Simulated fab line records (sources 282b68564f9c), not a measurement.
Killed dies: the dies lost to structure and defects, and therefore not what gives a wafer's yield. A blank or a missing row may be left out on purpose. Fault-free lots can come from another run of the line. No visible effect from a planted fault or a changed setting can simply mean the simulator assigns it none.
Which tool is to blame?    flow rit_cmos    42 wafers sampled from 14 lots at 1 step of a route of 202

## WHAT THE GAUGES READ, wafer by wafer
The record holds no reading of a measuring or inspecting step that can be judged against a usual standard deviation.

## EACH LOT AND THE TOOL THAT RAN IT (in order: tool; ch and the chambers of the sampled wafers; start)
lot   RIT_CONTACT_EXPOSE_05
L273  iline_stepper-01 ch 0, day 3 08:17
L274  iline_stepper-02 ch 0, day 3 14:03
L275  iline_stepper-01 ch 0, day 3 18:36
L276  iline_stepper-02 ch 0, day 3 20:18
L281  iline_stepper-01 ch 0, day 5 00:07
L285  iline_stepper-02, day 5 20:38
L286  iline_stepper-02, day 5 23:17
L287  iline_stepper-01 ch 0, day 6 05:44
L288  iline_stepper-02 ch 0, day 6 07:52
L289  iline_stepper-02 ch 0, day 6 16:17
L291  iline_stepper-02 ch 0, day 7 02:26
L293  iline_stepper-02 ch 0, day 7 12:31
L295  iline_stepper-02 ch 0, day 7 20:40
L296  iline_stepper-01 ch 0, day 7 23:55
- RIT_CONTACT_EXPOSE_05: exposes mask M11, target cd 1000 nm.

## AS READ BY THE TOOLS THEMSELVES (means over the sampled wafers that have a number; for cases with no such wafer, the mark the record gives instead)
RIT_CONTACT_EXPOSE_05.
lot   tool              exposure_dose_mJ_cm2  focus_offset_nm (nm)
L273  iline_stepper-01  250.06                -0.2
L274  iline_stepper-02  250.09                0.1
L275  iline_stepper-01  249.92                -0.1
L276  iline_stepper-02  249.90                -0.1
L281  iline_stepper-01  249.90                -0.4
L285  iline_stepper-02  -                     -
L286  iline_stepper-02  -                     -
L287  iline_stepper-01  250.00                0.5
L288  iline_stepper-02  249.88                -0.3
L289  iline_stepper-02  250.07                -0.3
L291  iline_stepper-02  250.18                -0.0
L293  iline_stepper-02  250.21                -0.0
L295  iline_stepper-02  249.96                -0.2
L296  iline_stepper-01  250.28                0.0

## THE ANSWER, worked out from the rows above alone
Rule: what is usual is taken from the lots themselves. The widest of any qualifying gaps counts: lots, ordered by their means at a reading, are off when they make up no more than a third of the lots, leave a main group of 4 or more, and stand apart from it by 3 or more times the standard deviation of that group's means. If all means in a main group match to the digits the tables above print for the reading, that group is not used. Also off: a lot with no number at a reading for which 4 or more lots have one. All remaining lots with rows at the step are treated as sound. First the gauges in route order, then the tools' own readings, where a lot's mean is used as printed above. At the first step where some lot is off, the reading lying furthest off is the one used; lots without a number count as furthest.
Off, at RIT_CONTACT_EXPOSE_05 on exposure_dose_mJ_cm2: L285, L286. Without a number there: L285, L286. The main group has a mean of 250.04 with a standard deviation of 0.13.
If a tool, at that step or one of the process steps before it, ran each lot that is off and ran no sound lot following the first of them, it fits. None of those tried fits.

## WHAT THE SIMULATOR PUT IN
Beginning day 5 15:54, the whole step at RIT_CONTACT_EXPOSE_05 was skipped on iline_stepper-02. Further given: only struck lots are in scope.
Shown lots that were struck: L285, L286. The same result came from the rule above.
